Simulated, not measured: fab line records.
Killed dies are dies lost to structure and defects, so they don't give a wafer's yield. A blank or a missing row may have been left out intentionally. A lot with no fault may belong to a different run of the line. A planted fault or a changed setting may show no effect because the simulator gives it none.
fab line records	flow rit_cmos
record lots=5	wafers=15	last_day=7
route steps=202 shown ACTIVE@1 FOX1@20 FOX2@23 M1@202
lots that met no fault: taken from a fault-free run of the same line
start_h: hours from the record's opening day to when the first of the lot's shown wafers began	wait_h: hours since the lot's step before	" same as the row above	L1.1+2: a single row standing in for several wafers	- no value, or no start was given	* or withheld: withheld	< > ~ a bound
route shown NAME@n: names a module that has steps shown in the file, with the first one's number in the route	usual: mean/standard deviation of fault-free wafers	same: alike in all rows	chamber/n: place in a boat	sites: each site's reading	_std_site: standard deviation of those values	_edge_site: inner sites' mean taken away from outer sites' mean	radius_mm: for every site, how far away it sits from the centre of the wafer	mask NAME#n: copy n	behind: the most recent tool/chamber to have shaped the wafer	hold: the reason the lot was held/the length of the hold in hours/how it ended	device: transistor that didn't switch, given as n, p or np	end of line: the route-end tests of the same wafers	a step given without rows: its recipe and nothing more	killed: not the wafer's yield, but the dies lost to structure and defects at the first sort	map: dies across one wafer; x = killed, . = not, _ = none there
set.NAME: the setting that was run; set.NAME@STEP: the one run at that earlier step	model.NAME: the simulator's own value behind a step, which no gauge read
lots seen at some steps along the route; tables by step, rows by wafer
services: from which hour (start_h, from the record's first day; less than 0 if before it) a tool's chamber was out of use, for how many hours, and why
## steps
# step RIT_ACTIVE_BOW_MEAS_00
# recipe mode=bow
# usual INCOMING_BOW=0/6.9
lot.wafer	tool	chamber	start_h	wait_h	INCOMING_BOW[um]
L924.1	film_metro-02	-	10.00	-	-9
L924.2	"	-	"	"	2
L924.6	"	-	"	"	-18
L928.1	film_metro-01	-	30.00	-	7
L928.3	"	-	"	"	-8
L928.6	"	-	"	"	7
L940.1	film_metro-04	-	90.00	-	0
L940.4	"	-	"	"	-7
L940.6	"	-	"	"	1
L945.2	film_metro-04	-	115.02	-	12
L945.3	"	-	"	"	2
L945.5	"	-	"	"	1
L946.1	film_metro-02	-	120.00	-	4
L946.2	"	-	"	"	1
L946.3	"	-	"	"	-3
# step RIT_ACTIVE_OXIDATION_01
# recipe temp_c=1000	ambient=O2	target_thk_a=468	ox_time_s=3360
# step RIT_ACTIVE_THK_MEAS_02
# recipe reads=SiO2_of_ACTIVE_OXIDATION_01
# usual ACTIVE_OXIDE_THK=46.8/0.89
lot.wafer	tool	chamber	start_h	wait_h	ACTIVE_OXIDE_THK[nm]
L924.1	film_metro-02	-	12.05	0.0	46.2
L924.2	"	-	"	"	46.9
L924.6	"	-	"	"	47.2
L928.1	film_metro-04	-	32.05	0.0	46.3
L928.3	"	-	"	"	46.9
L928.6	"	-	"	"	47.4
L940.1	film_metro-01	-	92.05	0.0	47.5
L940.4	"	-	"	"	47.4
L940.6	"	-	"	"	47.7
L945.2	film_metro-02	-	117.06	0.0	47.5
L945.3	"	-	"	"	47.3
L945.5	"	-	"	"	47.6
L946.1	film_metro-04	-	122.05	0.0	46.6
L946.2	"	-	"	"	46.5
L946.3	"	-	"	"	46.9
# step RIT_ACTIVE_CVD_03
# recipe material=Si3N4	target_thk_nm=150	temp_c=810	precursor=SiH2Cl2/NH3	time_s=1500	pressure_mtorr=305.7	sih2cl2_flow_sccm=60	nh3_flow_sccm=150
# usual pressure_mtorr=305.7/0.77	spike_tc_source_C=834.0/1.4
lot.wafer	tool	chamber	start_h	wait_h	pressure_mtorr	spike_tc_source_C	model.Si3N4_of_ACTIVE_CVD_03.thk_nm
L924.1	lpcvd-01	0	12.11	0.1	306.5	833.0	152.2
L924.2	"	0	"	"	306.7	832.7	150.8
L924.6	"	0	"	"	306.0	832.3	151.5
L928.1	lpcvd-01	0	32.11	0.1	307.1	832.2	99.32
L928.3	"	0	"	"	306.4	832.3	98.58
L928.6	"	0	"	"	306.8	833.7	99.48
L940.1	lpcvd-02	1	92.11	0.1	304.8	832.8	153.2
L940.4	"	1	"	"	305.1	832.0	153.7
L940.6	"	1	"	"	305.3	830.6	152.3
L945.2	lpcvd-01	1	117.11	0.0	305.0	834.5	151.4
L945.3	"	1	"	"	305.1	833.5	152.8
L945.5	"	1	"	"	306.1	835.3	151.6
L946.1	lpcvd-02	1	122.11	0.1	306.4	834.1	151.2
L946.2	"	1	"	"	306.2	833.1	151.4
L946.3	"	1	"	"	305.4	831.4	150.3
# step RIT_ACTIVE_THK_MEAS_04
# recipe reads=Si3N4_of_ACTIVE_CVD_03
# usual ACTIVE_NITRIDE_THK=150.9/1.7
lot.wafer	tool	chamber	start_h	wait_h	ACTIVE_NITRIDE_THK[nm]
L924.1	film_metro-02	-	13.53	0.0	152.2
L924.2	"	-	"	"	150.7
L924.6	"	-	"	"	151.5
L928.1	film_metro-04	-	33.53	0.0	99.3
L928.3	"	-	"	"	98.7
L928.6	"	-	"	"	99.5
L940.1	film_metro-01	-	94.24	0.0	153.3
L940.4	"	-	"	"	153.8
L940.6	"	-	"	"	152.3
L945.2	film_metro-02	-	118.54	0.0	151.5
L945.3	"	-	"	"	152.8
L945.5	"	-	"	"	151.5
L946.1	film_metro-02	-	123.53	0.0	151.5
L946.2	"	-	"	"	151.4
L946.3	"	-	"	"	150.3
# step RIT_ACTIVE_HMDS_05
# recipe prime_time_s=60	prime_temp_c=140
# step RIT_ACTIVE_COAT_06
# recipe resist=NOVOLAK	spin_rpm=3250	resist_thk_nm=1000
# step RIT_ACTIVE_SOFTBAKE_07
# recipe resist=NOVOLAK	temp_c=90	time_s=60
# step RIT_ACTIVE_EXPOSE_08
# recipe mask_id=M1	na=0.6	source_shape=conventional	sigma_outer=0.6	target_cd_nm=1400	dose_mj=225
# step RIT_ACTIVE_PEB_09
# recipe resist=NOVOLAK	temp_c=withheld	time_s=withheld
# step RIT_ACTIVE_DEVELOP_10
# recipe resist=NOVOLAK	develop_time_s=50	dev_temp_c=23
# step RIT_ACTIVE_CD_MEAS_11
# recipe target_cd_nm=1400
# usual cd_nm=1399.7/2.2
lot.wafer	tool	chamber	start_h	wait_h	cd_nm
L924.1	cd_sem-01	-	14.56	-	1401.4
L924.2	"	-	"	"	1401.0
L924.6	"	-	"	"	1401.0
L928.1	cd_sem-01	-	34.56	-	1400.1
L928.3	"	-	"	"	1397.1
L928.6	"	-	"	"	1399.2
L940.1	cd_sem-01	-	95.32	-	1397.1
L940.4	"	-	"	"	1395.7
L940.6	"	-	"	"	1395.1
L945.2	cd_sem-01	-	119.58	-	1403.9
L945.3	"	-	"	"	1403.5
L945.5	"	-	"	"	1404.4
L946.1	cd_sem-02	-	124.44	-	1401.4
L946.2	"	-	"	"	1400.5
L946.3	"	-	"	"	1400.1
# step RIT_ACTIVE_HARDBAKE_12
# recipe resist=NOVOLAK	temp_c=140	time_s=60
# step RIT_ACTIVE_ETCH_13
# recipe stop_on=SiO2	chemistry=SF6	target=Si3N4	time_s=210	over_etch_frac=0.4	SF6_flow_sccm=200	pressure_mtorr=260	rf_w=125	target_depth_a=2100
# usual drypump_motor_current_A=5.9/0.46	oes_product_au=0.825/0.013	rf_fwd_power_W=124.7/0.39	throttle_valve_pct=7.46/0.14
# same time_s=210
lot.wafer	tool	chamber	start_h	wait_h	drypump_motor_current_A	oes_product_au	rf_fwd_power_W	rf_hours_counter_h	throttle_valve_pct	model.etch.depth_nm	model.ACTIVE.feature_depth_nm
L924.1	rie_diel-01	2	14.83	0.1	5.7	0.833	124.7	94	7.58	152.2	152.2
L924.2	"	3	"	"	5.4	0.805	124.8	159	7.62	150.8	150.8
L924.6	"	2	"	"	5.7	0.831	124.7	-	7.60	151.5	151.5
L928.1	rie_diel-01	2	34.83	0.1	5.7	0.676	123.9	94	7.57	99.32	99.32
L928.3	"	1	"	"	6.4	0.666	124.4	3	7.47	98.58	98.58
L928.6	"	0	"	"	5.6	0.677	124.3	-	7.56	99.48	99.48
L940.1	rie_diel-01	1	95.59	0.1	6.4	0.835	124.7	4	7.48	153.2	153.2
L940.4	"	2	"	"	5.7	0.834	124.6	-	7.56	153.7	153.7
L940.6	"	0	"	"	5.6	0.825	125.2	-	7.58	152.3	152.3
L945.2	rie_diel-04	2	119.83	0.1	5.7	0.833	125.4	97	7.23	151.4	153.6
L945.3	"	3	"	"	5.3	0.847	124.5	67	7.24	152.8	152.8
L945.5	"	3	"	"	5.3	0.836	124.4	-	7.24	151.6	151.6
L946.1	rie_diel-01	1	124.71	0.1	6.4	0.825	124.9	4	7.48	151.2	151.2
L946.2	"	2	"	"	5.7	0.838	124.2	96	7.59	151.4	151.4
L946.3	"	0	"	"	5.6	0.816	124.8	47	7.56	150.3	150.3
# step RIT_ACTIVE_STRIP_14
# recipe chemistry=O2	time_s=180	resist=NOVOLAK	platen_temp_c=withheld	power_w=500	pressure_mtorr=4000	o2_flow_sccm=4000
# usual drypump_motor_current_A=5.3/0.38
# same time_s=180
lot.wafer	tool	chamber	start_h	wait_h	drypump_motor_current_A	rf_hours_counter_h
L924.1	plasma_asher-03	0	14.97	0.1	5.5	37
L924.2	"	1	"	"	6.0	37
L924.6	"	0	"	"	5.5	-
L928.1	plasma_asher-02	1	34.97	0.1	4.8	24
L928.3	"	1	"	"	4.8	-
L928.6	"	1	"	"	4.8	-
L940.1	plasma_asher-04	0	95.72	0.1	5.4	45
L940.4	"	1	"	"	5.0	-
L940.6	"	0	"	"	5.4	-
L945.2	plasma_asher-02	1	119.97	0.1	4.8	33
L945.3	"	1	"	"	4.8	-
L945.5	"	0	"	"	5.4	-
L946.1	plasma_asher-02	1	124.84	0.1	4.8	33
L946.2	"	0	"	"	5.4	33
L946.3	"	0	"	"	5.4	-
# step RIT_ACTIVE_CD_MEAS_90
# recipe target_cd_nm=1400
# usual cd_nm=1399.7/2.2
lot.wafer	tool	chamber	start_h	wait_h	cd_nm
L924.1	cd_sem-02	-	15.14	0.1	1401.1
L924.2	"	-	"	"	1400.8
L924.6	"	-	"	"	1400.9
L928.1	cd_sem-02	-	35.14	0.1	1400.2
L928.3	"	-	"	"	1397.3
L928.6	"	-	"	"	1399.4
L940.1	cd_sem-01	-	95.90	0.1	1397.2
L940.4	"	-	"	"	1396.0
L940.6	"	-	"	"	1395.0
L945.2	cd_sem-01	-	120.16	0.1	1403.8
L945.3	"	-	"	"	1403.0
L945.5	"	-	"	"	1404.5
L946.1	cd_sem-02	-	125.02	0.1	1401.1
L946.2	"	-	"	"	1400.6
L946.3	"	-	"	"	1400.3
# step RIT_ACTIVE_CLEAN_15
# recipe chemistry=SC1	mix=3:3:50	time_s=600	temp_c=75
# step RIT_ACTIVE_CLEAN_16
# recipe chemistry=dHF	dilution=50:1	time_s=30
# step RIT_ACTIVE_CLEAN_17
# recipe chemistry=SC2	mix=3:3:50	time_s=600	temp_c=75	dry=n2_spin
# step RIT_FOX1_OXIDATION_00
# recipe temp_c=1100	ambient=H2O	target_thk_a=3507	p_h2o_torr=720	ox_time_s=1130
# step RIT_FOX1_THK_MEAS_01
# recipe reads=SiO2_of_FOX1_OXIDATION_00
# usual FOX1_OXIDE_THK=353/5.5
lot.wafer	tool	chamber	start_h	wait_h	FOX1_OXIDE_THK[nm]
L924.1	film_metro-04	-	17.21	0.0	354
L924.2	"	-	"	"	346
L924.6	"	-	"	"	353
L928.1	film_metro-04	-	38.37	0.0	358
L928.3	"	-	"	"	351
L928.6	"	-	"	"	357
L940.1	film_metro-02	-	97.71	0.0	350
L940.4	"	-	"	"	349
L940.6	"	-	"	"	350
L945.2	film_metro-02	-	122.50	0.0	354
L945.3	"	-	"	"	359
L945.5	"	-	"	"	358
L946.1	film_metro-03	-	126.83	0.0	359
L946.2	"	-	"	"	355
L946.3	"	-	"	"	354
# step RIT_FOX1_WET_ETCH_02
# recipe chemistry=BOE	target_depth_nm=350	time_s=390	temp_c=21.5	dry=n2_spin	dilution=10:1	target=SiO2
# step RIT_FOX2_OXIDATION_00
# recipe temp_c=1100	ambient=H2O	target_thk_a=3507	p_h2o_torr=720	ox_time_s=1130
# step RIT_FOX2_THK_MEAS_01
# recipe reads=SiO2_of_FOX2_OXIDATION_00
# usual FOX2_OXIDE_THK=352/5.8
lot.wafer	tool	chamber	start_h	wait_h	FOX2_OXIDE_THK[nm]
L924.1	film_metro-02	-	18.70	0.0	343
L924.2	"	-	"	"	340
L924.6	"	-	"	"	340
L928.1	film_metro-03	-	39.93	0.0	345
L928.3	"	-	"	"	349
L928.6	"	-	"	"	351
L940.1	film_metro-01	-	99.44	0.0	351
L940.4	"	-	"	"	346
L940.6	"	-	"	"	347
L945.2	film_metro-02	-	123.99	0.0	363
L945.3	"	-	"	"	362
L945.5	"	-	"	"	367
L946.1	film_metro-02	-	129.00	0.0	351
L946.2	"	-	"	"	357
L946.3	"	-	"	"	353
# step RIT_FOX2_CLEAN_02
# recipe chemistry=dHF	dilution=50:1	time_s=180
# same time_s=180
lot.wafer	tool	chamber	start_h	wait_h	model.Si3N4_of_ACTIVE_CVD_03.thk_nm
L924.1	wet_bench-01	3	18.76	0.1	133
L924.2	"	3	"	"	131.6
L924.6	"	3	"	"	132.3
L928.1	wet_bench-01	2	39.99	0.1	80.14
L928.3	"	2	"	"	79.42
L928.6	"	2	"	"	80.29
L940.1	wet_bench-03	2	99.50	0.1	134
L940.4	"	2	"	"	134.5
L940.6	"	2	"	"	133
L945.2	wet_bench-01	0	124.04	0.0	132.2
L945.3	"	0	"	"	133.5
L945.5	"	0	"	"	132.4
L946.1	wet_bench-01	0	129.06	0.1	131.9
L946.2	"	0	"	"	132.1
L946.3	"	0	"	"	131
# step RIT_FOX2_WET_ETCH_03
# recipe chemistry=H3PO4	target=Si3N4	target_depth_nm=195	temp_c=165	time_s=2782
# step RIT_M1_PROBE_99
# usual killed_at_contacts=0.1/0.35	killed_at_front_end=6.6/2.7	killed_dies=6.7/2.8	killed_open=3.4/2.1	killed_short=3.3/1.8
# same gross_dies=264	killed_at_M0_to_M3=0	killed_at_M4_up=0	killed_at_back_side=0	killed_at_other=0
lot.wafer	tool	chamber	start_h	wait_h	killed_at_contacts	killed_at_front_end	killed_dies	killed_open	killed_short	model.etest.pldd.width_nm	model.etest.nldd.width_nm	model.etest.pplus_sal.width_nm	model.etest.nplus_sal.width_nm	model.etest.nmos_narrow.drive_ua_um	model.etest.pmos_narrow.drive_ua_um
L924.1	prober-02	-	57.97	0.1	0	7	7	4	3	3200	3195	3448	3460	252.5	114.7
L924.2	prober-02	-	58.02	0.1	0	3	3	3	0	3198	3190	3472	3456	251.7	115
L924.6	prober-02	-	58.22	0.2	1	5	6	2	4	3160	3182	3445	3437	244.6	111.1
L928.1	prober-02	-	78.45	0.1	1	8	9	4	5	3107	3090	3407	3397	229.7	101.6
L928.3	prober-02	-	78.55	0.2	0	13	13	8	5	3077	3086	3397	3387	226.4	103.1
L928.6	prober-02	-	78.70	0.2	0	5	5	2	3	3097	3078	3402	3394	218.2	98.68
L940.1	prober-02	-	137.64	0.1	0	9	9	4	5	3170	3176	3477	3466	250.5	109.3
L940.4	prober-02	-	137.79	0.2	0	5	5	3	2	3160	3189	3418	3421	253.7	111.8
L940.6	prober-02	-	137.89	0.2	0	5	5	0	3	3175	3183	3460	3456	254	114.1
L945.2	prober-01	-	163.72	0.1	0	4	4	3	1	3152	3159	3429	3435	244.8	110
L945.3	prober-01	-	163.77	0.2	0	5	5	2	3	3143	3156	3430	3422	248.4	110.7
L945.5	prober-01	-	163.87	0.2	0	3	3	0	3	3162	3150	3426	3437	244.9	109.9
L946.1	prober-02	-	169.89	0.1	0	8	8	6	2	3164	3182	3420	3449	249.9	112.6
L946.2	prober-02	-	169.94	0.1	0	5	5	4	1	3172	3168	3444	3466	245.9	112
L946.3	prober-02	-	169.99	0.2	0	5	5	2	3	3163	3163	3450	3455	252	113.7
# killed by level:class
L924.1 REOX:geometric_particle:open=2 FOX1:geometric_particle:open=1 FOX2:geometric_particle:short=1 GATE:geometric_particle:open=1 GATE:geometric_particle:short=1 SPACER:geometric_particle:short=1
L924.2 FOX2:geometric_particle:open=1 GATE:geometric_particle:open=1 SILICIDE:geometric_particle:open=1
L924.6 FOX2:geometric_particle:short=1 GATE:geometric_particle:open=1 REOX:geometric_particle:short=1 SPACER:geometric_particle:open=1 SILICIDE:geometric_particle:short=1 CONTACT:geometric_particle:short=1
L928.1 GATE:geometric_particle:open=2 REOX:geometric_particle:open=2 FOX2:geometric_particle:short=1 GATE:geometric_particle:short=1 REOX:geometric_particle:short=1 SPACER:geometric_particle:short=1 CONTACT:geometric_particle:short=1
L928.3 GATE:geometric_particle:open=5 GATE:geometric_particle:short=3 SILICIDE:geometric_particle:open=2 FOX1:geometric_particle:open=1 FOX2:geometric_particle:short=1 SILICIDE:geometric_particle:short=1
L928.6 GATE:geometric_particle:short=3 GATE:geometric_particle:open=1 SILICIDE:geometric_particle:open=1
L940.1 FOX1:geometric_particle:short=3 GATE:geometric_particle:short=2 SILICIDE:geometric_particle:open=2 GATE:geometric_particle:open=1 SPACER:geometric_particle:open=1
L940.4 FOX1:geometric_particle:open=2 ACTIVE:geometric_particle:short=1 FOX1:geometric_particle:short=1 FOX2:geometric_particle:open=1
L940.6 GATE:geometric_particle:short=2 NRETRO:coat_microbubble_printed=2 SPACER:geometric_particle:short=1
L945.2 GATE:geometric_particle:open=2 GATE:geometric_particle:short=1 REOX:geometric_particle:open=1
L945.3 FOX2:geometric_particle:short=1 GATE:geometric_particle:short=1 GATE:geometric_particle:open=1 REOX:geometric_particle:short=1 SPACER:geometric_particle:open=1
L945.5 GATE:geometric_particle:short=2 SILICIDE:geometric_particle:short=1
L946.1 FOX2:geometric_particle:open=2 GATE:geometric_particle:open=2 FOX2:geometric_particle:short=1 GATE:geometric_particle:short=1 SPACER:geometric_particle:open=1 SILICIDE:geometric_particle:open=1
L946.2 GATE:geometric_particle:open=2 FOX2:geometric_particle:open=1 SPACER:geometric_particle:open=1 SILICIDE:geometric_particle:short=1
L946.3 GATE:geometric_particle:open=2 FOX1:geometric_particle:short=1 GATE:geometric_particle:short=1 SILICIDE:geometric_particle:short=1
## services
tool	chamber	start_h	hours	kind
lpcvd-02	-	-2.98	6.0	pm
plasma_asher-02	-	29.96	0.8	repair
rie_diel-01	3	38.81	5.4	repair
rie_diel-04	0	72.50	7.0	repair
lpcvd-02	-	77.63	6.1	pm
rie_diel-01	3	88.32	21.9	repair
plasma_asher-03	-	108.75	9.0	pm
plasma_asher-03	0	108.75	9.0	vent_cycle
plasma_asher-03	1	108.75	9.0	vent_cycle
rie_diel-01	3	110.20	-	clean
rie_diel-01	3	110.20	16.6	scheduled_down
rie_diel-01	3	110.20	16.6	vent_cycle
plasma_asher-03	0	117.75	-	clean
plasma_asher-03	1	117.75	-	clean
## key
first_sign step=RIT_ACTIVE_THK_MEAS_04	reading=ACTIVE_NITRIDE_THK	direction=down	sigmas=31	usual=150.9	struck=99.2
effect step=RIT_ACTIVE_ETCH_13	reading=oes_product_au	direction=down	sigmas=12	usual=0.825	struck=0.673
model_effect step=RIT_ACTIVE_CVD_03	value=Si3N4_of_ACTIVE_CVD_03.thk_nm	without=148.9	struck=99.13
model_effect step=RIT_ACTIVE_ETCH_13	value=etch.depth_nm	without=148.9	struck=99.13
model_effect step=RIT_FOX2_CLEAN_02	value=Si3N4_of_ACTIVE_CVD_03.thk_nm	without=129.7	struck=79.95
model_effect step=RIT_M1_PROBE_99	value=etest.pldd.width_nm	without=3176	struck=3094
met_at RIT_ACTIVE_CVD_03
struck_wafers L928.1,L928.3,L928.6
tester_left_out L928
onset_between 12.11 32.11
fault kind=process_parameter_drift	tool=lpcvd-01	chamber=0	onset_h=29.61	steps=RIT_ACTIVE_CVD_03	channel=target_thk_nm	offset=-49.5	shape=step	end_h=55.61	acts_in=these_recipes_only	stated=150
# tester_left_out: of these lots the tester's yield and bins aren't shown, on N5 and GAA mostly nor the transistor test; their killed dies are dies lost to structure and defects alone, not to doping, threshold or leakage, so they don't give the yield
